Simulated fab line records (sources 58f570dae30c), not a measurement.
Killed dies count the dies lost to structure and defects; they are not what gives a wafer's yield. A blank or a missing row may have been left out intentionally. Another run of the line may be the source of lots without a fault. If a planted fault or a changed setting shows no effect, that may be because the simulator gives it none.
Which tool is to blame?    flow berkeley cmos170    7 lots with 21 wafers sampled at 2 steps, on a route of 331 steps

WHAT THE GAUGES SHOWED, per wafer
UCB170_PSD_CD_MEAS_06: target cd 1200 nm.
lot   measured      on         cd nm (nm)
L981  day 7 03:48   cd sem-01  1201.5 1200.3 1200.4
L985  day 8 04:40   cd sem-01  1198.9 1199.1 1199.2
L988  day 8 17:34   cd sem-01  1199.5 1199.5 1198.7
L993  day 9 03:56   cd sem-02  1200.4 1197.9 1201.6
L995  day 9 17:26   cd sem-01  1207.0 1206.8 1206.2
L101  day 10 22:49  cd sem-02  1199.9 1199.3 1198.3
L103  day 10 17:10  cd sem-01  1200.4 1202.6 1202.0

EACH LOT AND THE TOOL THAT RAN IT (in order: tool; ch and the chambers of the sampled wafers; start)
lot   UCB170_PSD_SOFTBAKE_02
L981  litho track-03 ch 0, day 7 02:12
L985  litho track-03 ch 0, day 8 02:58
L988  litho track-04 ch 0, day 8 16:41
L993  litho track-02 ch 0, day 9 02:43
L995  litho track-02 ch 0, day 9 16:06
L101  litho track-03 ch 0, day 10 22:16
L103  litho track-04 ch 0, day 10 16:12
- UCB170_PSD_SOFTBAKE_02: time 60 s.

THE ANSWER, worked out from the rows above alone
Rule: the lots themselves supply what counts as usual. Put in order of their means at a reading, lots are off if they are a third of the lots or fewer, leave a main group of 4 or more, and stand apart from it by a gap of 3 or more times the standard deviation of the main group's means; of several such gaps the widest counts. The tables above print the reading to a certain number of digits; a main group whose means all agree to those digits is not used. A lot without any number at a reading at which 4 lots or more have one is off too. Where the step has rows for the other lots, those lots are counted as sound.
Off at UCB170_PSD_CD_MEAS_06 (cd nm): L995. The main group has a mean of 1200.0 nm with a standard deviation of 0.95.
A tool fits if, at a process step before that reading, it ran every lot that is off, and no sound lot after the first of them. Those tools and the gauges at UCB170_PSD_CD_MEAS_06 are tried in the same way. One fits: litho track-02 at UCB170_PSD_SOFTBAKE_02. Its last sound lot is L993 (day 9 02:43), its first lot that is off L995 (day 9 16:06): a fault that began between those two fits.

WHAT THE SIMULATOR HAD INSERTED
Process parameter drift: litho track-02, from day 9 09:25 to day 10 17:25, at UCB170_PSD_SOFTBAKE_02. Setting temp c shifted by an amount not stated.
Struck lots among those shown: L995. This agrees with what the rule above found.
